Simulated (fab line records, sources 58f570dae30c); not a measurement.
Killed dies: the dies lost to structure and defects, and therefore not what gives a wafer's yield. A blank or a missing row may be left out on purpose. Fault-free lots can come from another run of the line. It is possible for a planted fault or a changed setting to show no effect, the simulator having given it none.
Split-lot experiment ; flow berkeley_cmos170 ; 23 wafers read from 5 lots, route of 331 steps

== THE SPLIT ==
At UCB170_M2_SPUTTER_01 (material Al, target thk 900 nm, time 120 s), the setting power_w was moved away from the recipe's 6000 W on 9 of the 23 wafers read, by -9.7% to +11.4%. This setting was run at the recipe's value on the other wafers.

== FROM THE SPLIT TO THE READING: what the file shows between them, 6 steps ==
- UCB170_M2_RS_MEAS_02: measures by four-point-probe
- UCB170_M2_THK_MEAS_03: measures by xrf
- UCB170_M2_STRIP_07: strips in O2 (also split here: o2_flow_sccm)
- UCB170_M2_STRIP_08: strips KrF in DMSO, time 600 s
- UCB170_M2_COAT_09
- UCB170_M2_ETCH_17: etches BARC in N2/H2

== THE READING ==
oes_product_au, in a.u., at UCB170_M2_METAL_ETCH_18 (etches Al in Cl2/BCl3, stops on SiO2, target depth 1170 nm, time 195 s). Typical for fault-free wafers on this fab line: 0.857 a.u., with standard deviation 0.011 a.u.

wafer;tool, chamber at the split;power_w as run, W;against the recipe;oes_product_au, a.u.;against lot-mates on the recipe
L076.1;pvd_sputter-01, -;6000;recipe;0.841;-
L076.2;pvd_sputter-01, -;6685;+11.4%;0.903;+0.062
L076.3;pvd_sputter-01, -;6000;recipe;0.840;-
L076.4;pvd_sputter-01, -;6685;+11.4%;0.893;+0.052
L076.6;pvd_sputter-01, -;6685;+11.4%;0.896;+0.055
L075.4;pvd_sputter-03, -;6000;recipe;0.864;-
L075.5;pvd_sputter-03, -;6000;recipe;0.864;-
L075.6;pvd_sputter-03, -;6000;recipe;0.880;-
L079.1;pvd_sputter-03, -;6000;recipe;0.858;-
L079.2;pvd_sputter-03, -;5421;-9.7%;0.818;-0.043
L079.3;pvd_sputter-03, -;6000;recipe;0.865;-
L079.5;pvd_sputter-03, -;6000;recipe;0.860;-
L079.6;pvd_sputter-03, -;5421;-9.7%;0.822;-0.039
L083.1;pvd_sputter-03, -;6000;recipe;0.866;-
L083.2;pvd_sputter-03, -;6000;recipe;0.872;-
L083.3;pvd_sputter-03, -;6472;+7.9%;0.908;+0.042
L083.5;pvd_sputter-03, -;6000;recipe;0.861;-
L083.6;pvd_sputter-03, -;6472;+7.9%;0.904;+0.038
L085.1;pvd_sputter-04, -;6000;recipe;0.868;-
L085.2;pvd_sputter-04, -;6000;recipe;0.855;-
L085.3;pvd_sputter-04, -;5792;-3.5%;0.855;-0.011
L085.4;pvd_sputter-04, -;5792;-3.5%;0.862;-0.004
L085.6;pvd_sputter-04, -;6000;recipe;0.876;-

THE FIT
A straight line over all 23 wafers: oes_product_au changes by +0.00375 a.u. for each +1% of power_w; r = +0.89; the points scatter about the line by 0.011 a.u.
The same after taking each lot's own level away (the mean of its wafers on the recipe; 23 wafers): +0.00465 a.u. for each +1%; r = +0.98; scatter 0.0059 a.u.
That fit puts the effect of the largest move of power_w on the reading at 0.053 a.u.
The lots' own levels span 0.8405 to 0.8693 a.u., that is 2.6 times the standard deviation above.
So the slope is not independent of the lot-to-lot level: the two fits are not the same.
Check: for one of the wafers moved furthest among these (+11.4%), held out of the fit, the line's prediction against its lot-mates is +0.0531 a.u. Against them it came out at +0.0625 a.u.

== THESE WAFERS: OTHER SPLITS ==
Note: prior to the reading, these wafers also went through further splits. Each is held against what the fit with the lots' levels taken away leaves over:
other split on the same wafers;wafers away from the commonest value;r with oes_product_au (lot level and that fit taken away)
UCB170_CONTACT_COAT_10 resist_thk_nm;7;+0.20
UCB170_M1_EXPOSE_06 dose_mj;7;+0.17
UCB170_M1_METAL_ETCH_12 bias_w;9;-0.10
UCB170_V1_PEB_10 peb_temp_c;8;+0.08
UCB170_M2_STRIP_07 o2_flow_sccm;10;-0.06

== THE WHOLE CHAIN: every reading that the file lists as answering this split, in the file's order ==
step;what it does;reading;change (the file's fit);r (the file's)
UCB170_M2_SPUTTER_01;material Al, target thk 900 nm, time 120 s;Al_of_M2_SPUTTER_01.thk_nm (the simulator's own value, which no gauge read);+9.06 nm for each +1% of the setting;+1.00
UCB170_M2_RS_MEAS_02;measures by four-point-probe;M2_AL_RS;-0.000318 for each +1% of the setting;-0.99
UCB170_M2_THK_MEAS_03;measures by xrf;M2_AL_THK;+9.07 for each +1% of the setting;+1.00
UCB170_M2_METAL_ETCH_18;etches Al in Cl2/BCl3, stops on SiO2, target depth 1170 nm, time 195 s;oes_product_au;+0.00463 a.u. for each +1% of the setting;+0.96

== FILE'S OWN FIT ==
oes_product_au changes by +0.00463 a.u. for each +1% of power_w, r = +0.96.
